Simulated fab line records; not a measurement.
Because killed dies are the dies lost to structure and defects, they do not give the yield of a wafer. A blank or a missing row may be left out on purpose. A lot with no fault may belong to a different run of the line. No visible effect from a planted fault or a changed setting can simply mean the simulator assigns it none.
fab line records    flow rit_cmos
[record] lots = 14  wafers = 42  last_day = 7
route steps=202 shown ACTIVE@1 NWELL@37 NRETRO@61 M1@202
lots that met no fault: taken from a fault-free run of the same line
start_h: hours from the record's first day to the start of the lot's first wafer shown    wait_h: hours elapsed since this lot's preceding step    " identical to the entry in the row above    L1.1+2: several wafers, shown together as one row    - no value, or no start given    * or withheld: withheld    < > ~ a bound
route shown NAME@n: NAME is a module with steps in the file, n the number in the route of the first one    usual: mean/standard deviation taken from wafers without a fault    same: alike in all rows    chamber/n: place in a boat    sites: the reading at each site    _std_site: the values' standard deviation    _edge_site: mean of outer sites minus mean of inner sites    radius_mm: how far each site lies from the wafer's centre    mask NAME#n: copy n    behind: tool/chamber where the wafer was last shaped    hold: why the lot was held/for how many hours/how that ended    device: which transistor (n, p or np) failed to switch    end of line: the route-end tests of the same wafers    a step without rows: its recipe alone    killed: the dies lost at the first sort to structure and to defects; this is not the yield of the wafer    map: a wafer's dies, x killed, . not, _ none there
set.NAME: the setting that was run; set.NAME@STEP: the one run at that earlier step    model.NAME: the simulator's own value behind a step, which no gauge read
a sample of lots followed through the steps of the route, with each step as a table and each wafer as a row
services: from which hour (start_h, from the record's first day; less than 0 if before it) a tool's chamber was out of use, for how many hours, and why
[[steps]]
[step RIT_ACTIVE_BOW_MEAS_00]
[recipe] mode = bow
[usual] INCOMING_BOW = 0/6.7
lot.wafer  tool           chamber  start_h  wait_h  INCOMING_BOW[um]
L221.2     film_metro-02  -        10.02    -       -4
L221.4     "              -        "        "       -2
L221.6     "              -        "        "       8
L222.1     film_metro-02  -        15.00    -       3
L222.3     "              -        "        "       5
L222.5     "              -        "        "       -5
L223.1     film_metro-03  -        20.00    -       -5
L223.3     "              -        "        "       -2
L223.6     "              -        "        "       1
L224.1     film_metro-02  -        25.00    -       -9
L224.4     "              -        "        "       -1
L224.5     "              -        "        "       -11
L225.2     film_metro-03  -        30.02    -       -4
L225.3     "              -        "        "       2
L225.5     "              -        "        "       -1
L226.2     film_metro-02  -        35.02    -       -9
L226.3     "              -        "        "       -5
L226.5     "              -        "        "       3
L227.2     film_metro-02  -        40.02    -       -9
L227.5     "              -        "        "       1
L227.6     "              -        "        "       -5
L228.3     film_metro-03  -        45.04    -       -6
L228.4     "              -        "        "       -1
L228.6     "              -        "        "       11
L238.2     film_metro-03  -        95.02    -       -13
L238.3     "              -        "        "       5
L238.6     "              -        "        "       -3
L239.3     film_metro-04  -        100.04   -       -6
L239.4     "              -        "        "       12
L239.5     "              -        "        "       5
L241.1     film_metro-02  -        110.00   -       -2
L241.3     "              -        "        "       5
L241.6     "              -        "        "       -10
L242.2     film_metro-04  -        115.02   -       -12
L242.4     "              -        "        "       2
L242.5     "              -        "        "       7
L243.1     film_metro-04  -        120.00   -       2
L243.2     "              -        "        "       6
L243.4     "              -        "        "       -3
L244.1     film_metro-04  -        125.00   -       4
L244.2     "              -        "        "       -4
L244.3     "              -        "        "       -2
[step RIT_NWELL_STRIP_09]
[recipe] chemistry = O2  time_s = 180  resist = NOVOLAK  platen_temp_c = withheld  power_w = 500  pressure_mtorr = 4000  o2_flow_sccm = 4000
[usual] drypump_motor_current_A = 5.7/0.56
lot.wafer  tool             chamber  start_h  wait_h  drypump_motor_current_A  rf_hours_counter_h
L221.2     plasma_asher-02  0        22.81    0.1     6.5                      38
L221.4     "                0        "        "       6.5                      -
L221.6     "                0        "        "       6.4                      -
L222.1     plasma_asher-04  1        26.40    0.1     5.2                      38
L222.3     "                0        "        "       4.8                      -
L222.5     "                0        "        "       4.8                      -
L223.1     plasma_asher-01  1        30.77    0.1     6.1                      38
L223.3     "                0        "        "       5.1                      -
L223.6     "                0        "        "       5.1                      -
L224.1     plasma_asher-01  1        35.91    0.1     6.0                      39
L224.4     "                0        "        "       5.1                      -
L224.5     "                0        "        "       5.1                      -
L225.2     plasma_asher-02  1        41.72    0.1     5.8                      40
L225.3     "                1        "        "       5.7                      -
L225.5     "                1        "        "       5.7                      -
L226.2     plasma_asher-04  1        47.03    0.1     5.2                      40
L226.3     "                0        "        "       4.8                      -
L226.5     "                0        "        "       4.8                      -
L227.2     plasma_asher-01  0        51.56    0.1     5.1                      40
L227.5     "                0        "        "       5.1                      -
L227.6     "                1        "        "       6.1                      -
L228.3     plasma_asher-02  0        55.62    0.1     6.5                      -
L228.4     "                1        "        "       5.7                      -
L228.6     "                1        "        "       5.7                      -
L238.2     plasma_asher-02  1        106.78   0.1     5.8                      48
L238.3     "                1        "        "       5.7                      -
L238.6     "                0        "        "       6.5                      -
L239.3     plasma_asher-02  0        111.63   0.1     6.4                      -
L239.4     "                1        "        "       5.7                      -
L239.5     "                0        "        "       6.5                      -
L241.1     plasma_asher-01  1        121.10   0.1     6.1                      48
L241.3     "                1        "        "       6.1                      -
L241.6     "                0        "        "       5.1                      -
L242.2     plasma_asher-02  1        125.72   0.1     5.7                      50
L242.4     "                0        "        "       6.5                      -
L242.5     "                1        "        "       5.7                      -
L243.1     plasma_asher-04  1        132.27   0.1     5.2                      1
L243.2     "                0        "        "       4.8                      1
L243.4     "                0        "        "       4.8                      -
L244.1     plasma_asher-01  1        135.62   0.1     6.0                      50
L244.2     "                0        "        "       5.1                      50
L244.3     "                0        "        "       5.1                      -
[step RIT_NRETRO_IMPLANT_08]
[recipe] species = P  energy_kev = 70  dose_cm2 = 1e+13  tilt_deg = 7
[usual] dose_ions_cm2 = 1.0001e+13/1.2e+10  faraday_current_uA = 31.8/0.65
lot.wafer  tool          chamber  start_h  wait_h  dose_ions_cm2  faraday_current_uA
L221.2     implanter-02  0        31.14    0.2     9.988e+12      31.7
L221.4     "             0        "        "       9.991e+12      31.1
L221.6     "             0        "        "       1.0016e+13     32.5
L222.1     implanter-02  0        34.97    0.2     9.99e+12       31.6
L222.3     "             0        "        "       1.0008e+13     32.1
L222.5     "             0        "        "       1.0011e+13     31.5
L223.1     implanter-04  0        39.29    0.2     1.0017e+13     31.7
L223.3     "             0        "        "       1.0019e+13     31.0
L223.6     "             0        "        "       1.0013e+13     32.1
L224.1     implanter-03  0        44.38    0.2     1.0011e+13     31.8
L224.4     "             0        "        "       1.0012e+13     32.2
L224.5     "             0        "        "       1.0006e+13     32.3
L225.2     implanter-03  0        50.35    0.2     1.001e+13      30.1
L225.3     "             0        "        "       9.998e+12      31.6
L225.5     "             0        "        "       9.994e+12      31.4
L226.2     implanter-04  0        55.58    0.2     9.998e+12      31.3
L226.3     "             0        "        "       1.0001e+13     31.2
L226.5     "             0        "        "       9.996e+12      32.2
L227.2     implanter-03  0        60.54    0.2     6.51e+12       21.1
L227.5     "             0        "        "       6.513e+12      20.9
L227.6     "             0        "        "       6.529e+12      21.3
L228.3     implanter-03  0        64.18    0.2     6.534e+12      21.5
L228.4     "             0        "        "       6.539e+12      20.6
L228.6     "             0        "        "       6.543e+12      20.0
L238.2     implanter-02  0        115.20   0.2     9.99e+12       32.2
L238.3     "             0        "        "       1.0003e+13     32.7
L238.6     "             0        "        "       1.0012e+13     32.5
L239.3     implanter-04  0        120.24   0.2     9.999e+12      32.0
L239.4     "             0        "        "       9.989e+12      32.1
L239.5     "             0        "        "       1.0005e+13     31.8
L241.1     implanter-04  0        129.69   0.2     1.0005e+13     31.0
L241.3     "             0        "        "       1.0016e+13     31.6
L241.6     "             0        "        "       1.0015e+13     32.5
L242.2     implanter-04  0        134.36   0.2     9.995e+12      32.2
L242.4     "             0        "        "       9.996e+12      32.2
L242.5     "             0        "        "       9.972e+12      32.3
L243.1     implanter-02  0        140.56   0.2     9.978e+12      31.5
L243.2     "             0        "        "       9.988e+12      31.6
L243.4     "             0        "        "       9.985e+12      31.5
L244.1     implanter-02  0        144.51   0.2     1.0005e+13     31.0
L244.2     "             0        "        "       9.984e+12      31.0
L244.3     "             0        "        "       1.0004e+13     32.6
[step RIT_NRETRO_STRIP_09]
[recipe] chemistry = O2  time_s = 180  resist = NOVOLAK  platen_temp_c = withheld  power_w = 500  pressure_mtorr = 4000  o2_flow_sccm = 4000
[usual] drypump_motor_current_A = 5.9/0.44
lot.wafer  tool             chamber  start_h  wait_h  drypump_motor_current_A  rf_hours_counter_h
L221.2     plasma_asher-03  1        31.26    0.1     5.7                      24
L221.4     "                1        "        "       5.7                      -
L221.6     "                0        "        "       6.0                      -
L222.1     plasma_asher-02  1        35.12    0.1     5.8                      40
L222.3     "                0        "        "       6.5                      -
L222.5     "                1        "        "       5.7                      -
L223.1     plasma_asher-02  1        39.44    0.1     5.7                      40
L223.3     "                1        "        "       5.7                      -
L223.6     "                0        "        "       6.5                      -
L224.1     plasma_asher-03  0        44.53    0.1     6.0                      25
L224.4     "                1        "        "       5.7                      -
L224.5     "                0        "        "       6.0                      -
L225.2     plasma_asher-03  1        50.48    0.1     5.7                      26
L225.3     "                0        "        "       6.0                      -
L225.5     "                1        "        "       5.7                      -
L226.2     plasma_asher-01  1        55.71    0.1     6.1                      41
L226.3     "                1        "        "       6.1                      -
L226.5     "                1        "        "       6.1                      -
L227.2     plasma_asher-02  0        60.67    0.1     6.5                      42
L227.5     "                0        "        "       6.5                      -
L227.6     "                1        "        "       5.7                      -
L228.3     plasma_asher-01  0        64.34    0.1     5.1                      -
L228.4     "                1        "        "       6.0                      -
L228.6     "                1        "        "       6.1                      -
L238.2     plasma_asher-02  0        115.33   0.1     6.5                      49
L238.3     "                1        "        "       5.7                      -
L238.6     "                1        "        "       5.7                      -
L239.3     plasma_asher-03  0        120.40   0.1     5.9                      -
L239.4     "                1        "        "       5.7                      -
L239.5     "                1        "        "       5.7                      -
L241.1     plasma_asher-01  1        129.84   0.1     6.1                      49
L241.3     "                1        "        "       6.1                      -
L241.6     "                0        "        "       5.1                      -
L242.2     plasma_asher-01  0        134.49   0.1     5.1                      50
L242.4     "                1        "        "       6.1                      -
L242.5     "                1        "        "       6.1                      -
L243.1     plasma_asher-02  1        140.71   0.1     5.8                      52
L243.2     "                0        "        "       6.5                      52
L243.4     "                1        "        "       5.7                      -
L244.1     plasma_asher-01  0        144.66   0.1     5.1                      51
L244.2     "                1        "        "       6.0                      51
L244.3     "                0        "        "       5.1                      -
[step RIT_NRETRO_TW_MEAS_10]
[usual] NRETRO_TW = 1066/8.6
lot.wafer  tool           chamber  start_h  wait_h  hold                      NRETRO_TW
L221.2     film_metro-04  -        31.45    0.1     -                         1059
L221.4     "              -        "        "       -                         1057
L221.6     "              -        "        "       -                         1053
L222.1     film_metro-03  -        35.29    0.1     -                         1081
L222.3     "              -        "        "       -                         1076
L222.5     "              -        "        "       -                         1081
L223.1     film_metro-04  -        39.62    0.1     -                         1055
L223.3     "              -        "        "       -                         1061
L223.6     "              -        "        "       -                         1063
L224.1     film_metro-02  -        44.70    0.1     -                         1062
L224.4     "              -        "        "       -                         1062
L224.5     "              -        "        "       -                         1061
L225.2     film_metro-03  -        50.66    0.1     -                         1077
L225.3     "              -        "        "       -                         1082
L225.5     "              -        "        "       -                         1072
L226.2     film_metro-03  -        55.89    0.1     -                         1089
L226.3     "              -        "        "       -                         1082
L226.5     "              -        "        "       -                         1088
L227.2     film_metro-02  -        60.85    0.1     await_dispo/0.2h/release  920
L227.5     "              -        "        "       await_dispo/0.2h/release  925
L227.6     "              -        "        "       await_dispo/0.2h/release  922
L227.2     film_metro-02  -        61.08    0.2     -                         923
L227.5     "              -        "        "       -                         922
L227.6     "              -        "        "       -                         928
L228.3     film_metro-04  -        64.48    0.1     await_dispo/0.2h/release  924
L228.4     "              -        "        "       await_dispo/0.2h/release  920
L228.6     "              -        "        "       await_dispo/0.2h/release  928
L228.3     film_metro-04  -        64.71    0.2     -                         926
L228.4     "              -        "        "       -                         932
L228.6     "              -        "        "       -                         926
L238.2     film_metro-04  -        115.51   0.1     -                         1069
L238.3     "              -        "        "       -                         1064
L238.6     "              -        "        "       -                         1062
L239.3     film_metro-04  -        120.53   0.1     -                         1073
L239.4     "              -        "        "       -                         1071
L239.5     "              -        "        "       -                         1074
L241.1     film_metro-02  -        130.02   0.1     -                         1063
L241.3     "              -        "        "       -                         1061
L241.6     "              -        "        "       -                         1062
L242.2     film_metro-02  -        134.67   0.1     -                         1064
L242.4     "              -        "        "       -                         1062
L242.5     "              -        "        "       -                         1067
L243.1     film_metro-04  -        140.89   0.1     -                         1072
L243.2     "              -        "        "       -                         1065
L243.4     "              -        "        "       -                         1069
L244.1     film_metro-03  -        144.83   0.1     -                         1080
L244.2     "              -        "        "       -                         1081
L244.3     "              -        "        "       -                         1081
[step RIT_M1_PROBE_99]
[usual] killed_at_contacts = 0.1/0.24  killed_at_front_end = 6.8/2.8  killed_dies = 6.9/2.8  killed_on_rim = 1.8/1.4  killed_open = 3.3/1.9  killed_short = 3.5/1.8
[same] gross_dies = 264  killed_at_M0_to_M3 = 0  killed_at_M4_up = 0  killed_at_back_side = 0  killed_at_other = 0
lot.wafer  tool       chamber  start_h  wait_h  killed_at_contacts  killed_at_front_end  killed_dies  killed_on_rim  killed_open  killed_short
L221.2     prober-01  -        58.74    0.1     0                   4                    4            1              2            2
L221.4     prober-01  -        58.84    0.2     0                   5                    5            1              2            3
L221.6     prober-01  -        58.94    0.2     0                   12                   12           3              3            9
L222.1     prober-02  -        63.04    0.1     0                   3                    3            0              2            1
L222.3     prober-02  -        63.14    0.2     0                   0                    0            0              0            0
L222.5     prober-02  -        63.24    0.2     0                   9                    9            2              4            5
L223.1     prober-01  -        66.16    0.1     0                   9                    9            4              7            2
L223.3     prober-01  -        66.26    0.2     0                   5                    5            0              1            4
L223.6     prober-01  -        66.41    0.2     0                   5                    5            4              2            3
L224.1     prober-02  -        72.65    0.1     1                   9                    10           4              6            4
L224.4     prober-02  -        72.80    0.2     0                   7                    7            1              2            5
L224.5     prober-02  -        72.85    0.2     0                   4                    4            0              1            3
L225.2     prober-01  -        78.72    0.1     0                   7                    7            4              4            3
L225.3     prober-01  -        78.77    0.2     0                   5                    5            0              2            3
L225.5     prober-01  -        78.87    0.2     0                   9                    9            2              7            2
L226.2     prober-02  -        83.76    0.1     0                   6                    6            1              2            4
L226.3     prober-02  -        83.81    0.2     0                   4                    4            1              3            1
L226.5     prober-02  -        83.91    0.2     0                   3                    3            0              2            1
L227.2     prober-01  -        98.10    0.1     0                   9                    9            1              3            6
L227.5     prober-01  -        98.25    0.2     0                   8                    8            1              5            3
L227.6     prober-01  -        98.30    0.2     0                   5                    5            2              4            1
L238.2     prober-02  -        145.34   0.1     0                   10                   10           3              5            5
L238.3     prober-02  -        145.39   0.2     0                   13                   13           8              7            6
L238.6     prober-02  -        145.54   0.2     0                   12                   12           2              8            4
L239.3     prober-02  -        148.49   0.2     1                   6                    7            1              5            2
L239.4     prober-02  -        148.54   0.2     0                   7                    7            3              3            4
L239.5     prober-02  -        148.59   0.2     0                   4                    4            1              2            1
L241.1     prober-02  -        156.12   0.1     0                   2                    2            1              0            2
L241.3     prober-02  -        156.22   0.2     0                   4                    4            0              2            2
L241.6     prober-02  -        156.37   0.2     0                   7                    7            2              3            4
L242.2     prober-01  -        163.66   0.1     0                   7                    7            3              1            6
L242.4     prober-01  -        163.76   0.2     0                   8                    8            5              3            5
L242.5     prober-01  -        163.81   0.2     0                   13                   13           5              5            8
L243.1     prober-02  -        168.15   0.1     0                   6                    6            3              4            2
L243.2     prober-02  -        168.20   0.1     0                   5                    5            2              4            1
L243.4     prober-02  -        168.30   0.2     0                   4                    4            1              2            2
L244.1     prober-01  -        173.33   0.1     0                   13                   13           1              9            4
L244.2     prober-01  -        173.38   0.1     1                   9                    10           2              6            4
L244.3     prober-01  -        173.43   0.2     0                   6                    6            1              2            4
// killed by level:class
L221.2 FOX1:geometric_particle:open=2 FOX1:geometric_particle:short=1 GATE:geometric_particle:short=1
L221.4 FOX1:geometric_particle:short=1 GATE:geometric_particle:short=1 GATE:geometric_particle:open=1 REOX:geometric_particle:short=1 SILICIDE:geometric_particle:open=1
L221.6 GATE:geometric_particle:short=3 REOX:geometric_particle:short=2 SPACER:geometric_particle:short=2 FOX1:geometric_particle:short=1 FOX1:geometric_particle:open=1 FOX2:geometric_particle:open=1 REOX:geometric_particle:open=1 SILICIDE:geometric_particle:short=1
L222.1 FOX2:geometric_particle:short=1 GATE:geometric_particle:open=1 SILICIDE:geometric_particle:open=1
L222.5 GATE:geometric_particle:open=4 GATE:geometric_particle:short=2 FOX1:geometric_particle:short=1 SPACER:geometric_particle:short=1 SILICIDE:geometric_particle:short=1
L223.1 GATE:geometric_particle:open=2 REOX:geometric_particle:open=2 SPACER:geometric_particle:open=2 FOX2:geometric_particle:short=1 GATE:geometric_particle:short=1 SILICIDE:geometric_particle:open=1
L223.3 FOX2:geometric_particle:short=2 GATE:geometric_particle:short=1 SPACER:geometric_particle:short=1 SPACER:geometric_particle:open=1
L223.6 GATE:geometric_particle:short=2 GATE:geometric_particle:open=2 SILICIDE:geometric_particle:short=1
L224.1 FOX1:geometric_particle:open=2 FOX1:geometric_particle:short=2 GATE:geometric_particle:open=2 FOX2:geometric_particle:open=1 FOX2:geometric_particle:short=1 SPACER:geometric_particle:open=1 CONTACT:geometric_particle:short=1
L224.4 GATE:geometric_particle:short=3 FOX1:geometric_particle:short=1 FOX1:geometric_particle:open=1 REOX:geometric_particle:short=1 SILICIDE:geometric_particle:open=1
L224.5 SILICIDE:geometric_particle:short=3 GATE:geometric_particle:open=1
L225.2 FOX1:geometric_particle:short=1 FOX1:geometric_particle:open=1 FOX2:geometric_particle:short=1 GATE:geometric_particle:open=1 REOX:geometric_particle:open=1 SPACER:geometric_particle:short=1 SILICIDE:geometric_particle:open=1
L225.3 GATE:geometric_particle:open=2 FOX1:geometric_particle:short=1 GATE:geometric_particle:short=1 SPACER:geometric_particle:short=1
L225.5 FOX1:geometric_particle:open=3 REOX:geometric_particle:open=2 FOX1:geometric_particle:short=1 GATE:geometric_particle:open=1 REOX:geometric_particle:short=1 SPACER:geometric_particle:open=1
L226.2 FOX2:geometric_particle:short=2 GATE:geometric_particle:short=2 GATE:geometric_particle:open=1 SILICIDE:geometric_particle:open=1
L226.3 GATE:geometric_particle:short=1 GATE:geometric_particle:open=1 SPACER:geometric_particle:open=1 SILICIDE:geometric_particle:open=1
L226.5 FOX1:geometric_particle:short=1 FOX1:geometric_particle:open=1 FOX2:geometric_particle:open=1
L227.2 GATE:geometric_particle:short=4 FOX1:geometric_particle:short=1 FOX1:geometric_particle:open=1 GATE:geometric_particle:open=1 REOX:geometric_particle:open=1 SPACER:geometric_particle:short=1
L227.5 GATE:geometric_particle:open=4 ACTIVE:geometric_particle:short=1 FOX2:geometric_particle:open=1 GATE:geometric_particle:short=1 SPACER:geometric_particle:short=1
L227.6 REOX:geometric_particle:open=2 FOX1:geometric_particle:open=1 GATE:geometric_particle:short=1 SPACER:geometric_particle:open=1
L238.2 GATE:geometric_particle:short=3 GATE:geometric_particle:open=2 FOX1:geometric_particle:open=1 FOX1:geometric_particle:short=1 FOX2:geometric_particle:open=1 SPACER:geometric_particle:open=1 SILICIDE:geometric_particle:short=1
L238.3 FOX2:geometric_particle:open=3 FOX2:geometric_particle:short=2 GATE:geometric_particle:short=2 SPACER:geometric_particle:open=2 SPACER:geometric_particle:short=2 FOX1:geometric_particle:open=1 GATE:geometric_particle:open=1
L238.6 GATE:geometric_particle:open=5 FOX1:geometric_particle:short=1 FOX1:geometric_particle:open=1 FOX2:geometric_particle:short=1 GATE:geometric_particle:short=1 REOX:geometric_particle:short=1 REOX:geometric_particle:open=1 SILICIDE:geometric_particle:open=1
L239.3 GATE:geometric_particle:short=2 GATE:geometric_particle:open=2 REOX:geometric_particle:open=1 SILICIDE:geometric_particle:open=1 CONTACT:geometric_particle:open=1
L239.4 GATE:geometric_particle:short=3 FOX2:geometric_particle:open=1 GATE:geometric_particle:open=1 REOX:geometric_particle:short=1 SPACER:geometric_particle:open=1
L239.5 GATE:geometric_particle:short=1 GATE:geometric_particle:open=1 REOX:geometric_particle:open=1 PSD:coat_microbubble_printed=1
L241.1 FOX2:geometric_particle:short=1 GATE:geometric_particle:short=1
L241.3 FOX1:geometric_particle:short=1 GATE:geometric_particle:short=1 GATE:geometric_particle:open=1 SILICIDE:geometric_particle:open=1
L241.6 GATE:geometric_particle:short=2 FOX1:geometric_particle:open=1 REOX:geometric_particle:short=1 REOX:geometric_particle:open=1 SILICIDE:geometric_particle:open=1 SILICIDE:geometric_particle:short=1
L242.2 GATE:geometric_particle:short=2 REOX:geometric_particle:short=2 SILICIDE:geometric_particle:short=2 SILICIDE:geometric_particle:open=1
L242.4 GATE:geometric_particle:short=3 GATE:geometric_particle:open=2 REOX:geometric_particle:short=1 SILICIDE:geometric_particle:open=1 SILICIDE:geometric_particle:short=1
L242.5 REOX:geometric_particle:short=3 SILICIDE:geometric_particle:short=3 GATE:geometric_particle:open=2 REOX:geometric_particle:open=2 FOX1:geometric_particle:short=1 GATE:geometric_particle:short=1 SILICIDE:geometric_particle:open=1
L243.1 GATE:geometric_particle:open=3 GATE:geometric_particle:short=2 FOX1:geometric_particle:open=1
L243.2 GATE:geometric_particle:open=2 REOX:geometric_particle:open=2 SPACER:geometric_particle:short=1
L243.4 SPACER:geometric_particle:short=2 FOX1:geometric_particle:open=1 FOX2:geometric_particle:open=1
L244.1 GATE:geometric_particle:open=4 FOX2:geometric_particle:open=2 REOX:geometric_particle:short=2 FOX1:geometric_particle:open=1 FOX1:geometric_particle:short=1 REOX:geometric_particle:open=1 SPACER:geometric_particle:open=1 SPACER:geometric_particle:short=1
L244.2 GATE:geometric_particle:open=2 GATE:geometric_particle:short=2 FOX1:geometric_particle:open=1 REOX:geometric_particle:short=1 REOX:geometric_particle:open=1 SPACER:geometric_particle:short=1 SILICIDE:geometric_particle:open=1 CONTACT:geometric_particle:open=1
L244.3 SPACER:geometric_particle:short=2 FOX2:geometric_particle:open=1 GATE:geometric_particle:open=1 REOX:geometric_particle:short=1 SILICIDE:geometric_particle:short=1
[[services]]
tool             chamber  start_h  hours  kind
implanter-03     -        4.27     13.8   pm
implanter-04     -        9.54     1.2    repair
implanter-03     -        19.57    8.0    pm
plasma_asher-01  -        22.10    1.8    repair
implanter-04     -        61.84    4.6    repair
implanter-04     -        62.46    3.3    repair
plasma_asher-03  -        74.96    24.9   pm
plasma_asher-01  -        85.33    2.8    pm
plasma_asher-04  -        108.75   9.0    pm
plasma_asher-04  0        108.75   9.0    vent_cycle
plasma_asher-04  1        108.75   9.0    vent_cycle
implanter-02     -        108.95   2.0    repair
implanter-03     -        112.80   3.0    repair
plasma_asher-04  0        117.75   -      clean
plasma_asher-04  1        117.75   -      clean
implanter-03     -        128.96   4.0    pm
implanter-04     -        132.03   0.7    repair
plasma_asher-03  -        142.42   14.6   pm
[[key]]
[first_sign] step = RIT_NRETRO_IMPLANT_08  reading = dose_ions_cm2  direction = down  sigmas = 99+  usual = 1.0001e+13  struck = 6.528e+12
[effect] step = RIT_NRETRO_IMPLANT_08  reading = faraday_current_uA  direction = down  sigmas = 17  usual = 31.8  struck = 20.9
[effect] step = RIT_NRETRO_TW_MEAS_10  reading = visit  direction = added
[effect] step = RIT_NRETRO_TW_MEAS_10  reading = NRETRO_TW  direction = down  sigmas = 17  usual = 1066  struck = 923
met_at RIT_NRETRO_IMPLANT_08
struck_lots L227,L228
rows_end L228.3,L228.4,L228.6
tester_left_out L227
not_acting_at RIT_ACTIVE_BOW_MEAS_00,RIT_NWELL_STRIP_09,RIT_NRETRO_STRIP_09
onset_between 50.35 60.54
[fault] kind = process_parameter_drift  tool = implanter-03  chamber = -  onset_h = 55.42  steps = RIT_NRETRO_IMPLANT_08  channel = dose_cm2  offset = -3.4613e+12  shape = step  end_h = 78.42  acts_in = these_recipes_only  stated = 1e+13
// tester_left_out: of these lots the tester's yield and bins aren't shown, on N5 and GAA mostly nor the transistor test; their killed dies are dies lost to structure and defects alone, not to doping, threshold or leakage, so they don't give the yield
// rows_end: these wafers met a further fault down the route, and their rows from its step on are left out
